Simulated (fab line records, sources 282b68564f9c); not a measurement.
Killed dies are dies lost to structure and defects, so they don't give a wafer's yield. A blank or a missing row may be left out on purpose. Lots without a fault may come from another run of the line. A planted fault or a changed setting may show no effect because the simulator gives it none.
A struck lot beside a sound one | flow rit_cmos | 16 steps out of a route of 202
Sound: wafers L302.1, L302.5, L302.6. Struck: wafers L320.1, L320.4, L320.6. The cause comes at the end.
At each step with rows: each side's tool, then ch and its chambers, then its first start. Under that, the readings that differ: sound wafers | struck wafers | difference of the means | sigmas: that difference in standard deviations of wafers without a fault.
alike: readings whose means differ by less than 2 such deviations, and words and numbers that are the same on both sides. not compared: withheld readings, readings that some wafer has no value for, bounds like >300 that may hide the same value, and numbers for which the record gives no deviation and whose values overlap.
The two part at a step that has a row with sigmas, a row that says differs or no value, or rows on one side only. Numbers that don't overlap but have no deviation are shown without sigmas and don't part them. A reading that every wafer of one side lacks parts them only if that side has two wafers or more.

RIT_ACTIVE_BOW_MEAS_00:
  sound on film_metro-04, day 1 10:00; struck on film_metro-03, day 5 04:00
  alike: INCOMING_BOW
then, 1 step without rows for these wafers: RIT_ACTIVE_OXIDATION_01 (target thk 46.8 nm, ox time 3360 s).
RIT_ACTIVE_THK_MEAS_02:
  sound on film_metro-03, day 1 12:03; struck on film_metro-04, day 5 07:13
  alike: ACTIVE_OXIDE_THK
then, 1 step without rows for these wafers: RIT_ACTIVE_CVD_03 (deposits Si3N4 from SiH2Cl2/NH3, target thk 150 nm, time 1500 s).
RIT_ACTIVE_THK_MEAS_04:
  sound on film_metro-04, day 1 13:32; struck on film_metro-04, day 5 08:42
  alike: ACTIVE_NITRIDE_THK
then, 1 step without rows for these wafers: RIT_ACTIVE_HMDS_05 (prime time 60 s).
RIT_ACTIVE_COAT_06: resist thk 1000 nm.
  sound on litho_track-03 ch 0, day 1 13:44; struck on litho_track-03 ch 0, day 5 08:55
  reading                                     | sound                | struck               | difference | sigmas
  spin_speed_rpm (rpm)                        | 3250.8 3249.5 3250.0 | 3200.5 3200.0 3201.9 | -49.3      | -25
  model.NOVOLAK_of_ACTIVE_COAT_06.thk_nm (nm) | 1002 1001 1004       | 1006 1008 1010       | +6         |
then, 4 steps without rows for these wafers: RIT_ACTIVE_SOFTBAKE_07 (time 60 s); RIT_ACTIVE_EXPOSE_08 (exposes mask M1, target cd 1400 nm); RIT_ACTIVE_PEB_09; RIT_ACTIVE_DEVELOP_10 (develop time 48.72 s).
RIT_ACTIVE_CD_MEAS_11: target cd 1400 nm.
  sound on cd_sem-01, day 1 14:34; struck on cd_sem-02, day 5 09:37
  alike: cd_nm
then, 1 step without rows for these wafers: RIT_ACTIVE_HARDBAKE_12 (time 60 s).
RIT_ACTIVE_ETCH_13: etches Si3N4 in SF6, stops on SiO2, time 210 s, target depth 210 nm.
  sound on rie_diel-04 ch 0,1,3, day 1 14:50; struck on rie_diel-01 ch 0,2,3, day 5 09:53
  alike: drypump_motor_current_A, oes_product_au, throttle_valve_pct
  not compared: rf_hours_counter_h, model.NOVOLAK_of_ACTIVE_COAT_06.thk_nm
RIT_ACTIVE_STRIP_14: strips in O2, time 180 s.
  sound on plasma_asher-02 ch 0,1, day 1 14:58; struck on plasma_asher-04 ch 0,1, day 5 10:01
  alike: drypump_motor_current_A
  not compared: rf_hours_counter_h
RIT_M1_PROBE_99:
  the record has rows for the sound wafers here (prober-02, day 3 09:56) and none for the struck ones

WHERE THEY PART
First at RIT_ACTIVE_COAT_06; last, within this record, at RIT_M1_PROBE_99.

WHY: what the simulator had put in
Process parameter drift: litho_track-03, from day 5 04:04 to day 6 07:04, at RIT_ACTIVE_COAT_06. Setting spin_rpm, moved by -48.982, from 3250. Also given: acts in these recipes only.
